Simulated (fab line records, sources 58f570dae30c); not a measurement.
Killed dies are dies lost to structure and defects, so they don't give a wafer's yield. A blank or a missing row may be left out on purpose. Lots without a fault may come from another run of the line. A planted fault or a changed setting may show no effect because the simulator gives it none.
Chamber matching | flow berkeley_cmos170 | UCB170_V2_CMP_02 on cmp-02: 4 sister chambers
The step polishes SiO2. 8 wafers are shown with their chamber, then 8 later ones without.

WAFERS WITH THEIR CHAMBER
wafer  | chamber | motor_current_A (A) | head_pressure_psi (psi)
L979.1 | 0       | 17.3                | 6.001
L984.3 | 2       | 14.0                | 6.024
L984.4 | 1       | 17.3                | 6.000
L984.6 | 2       | 13.8                | 6.013
L986.1 | 3       | 15.7                | 6.038
L986.4 | 1       | 18.8                | 5.994
L986.6 | 0       | 18.2                | 6.013
L989.3 | 3       | 15.8                | 6.008

WAFERS WITHOUT THEIR CHAMBER
wafer  | motor_current_A (A) | head_pressure_psi (psi)
L989.4 | 17.0                | 5.998
L989.5 | 15.4                | 6.005
L994.3 | 14.5                | 5.998
L994.5 | 16.4                | 6.016
L994.6 | 18.2                | 6.007
L996.1 | 18.3                | 6.007
L996.3 | 16.3                | 6.029
L996.6 | 18.2                | 6.000

WHICH CHAMBER EACH WENT THROUGH
wafer  | from the rows above          | in truth
L989.4 | can't be placed: 0 or 1 or 3 | 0
L989.5 | can't be placed: 3 or 2      | 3
L994.3 | can't be placed: 2 or 3      | 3
L994.5 | can't be placed: 3 or 0 or 1 | 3
L994.6 | can't be placed: 0 or 1      | 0
L996.1 | can't be placed: 0 or 1      | 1
L996.3 | can't be placed: 3 or 0      | 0
L996.6 | can't be placed: 1 or 0      | 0
Placed correctly: 0 of 8. Can't be placed from these rows: 8 (the true chamber is among the candidates in 8). Placed wrongly: 0.
How it was worked out, from the rows above alone: a wafer's distance from a chamber is the root of the sum, over the readings, of the square of ((its reading less the chamber's mean) divided by the reading's scatter). The wafer belongs to the nearest chamber; if the next one is less than 2 further off, it can't be placed. A chamber's mean is the mean of its shown wafers. The scatter: the root of (the sum of the squares of (reading less its chamber's mean) over the shown wafers, divided by (wafers less chambers)).
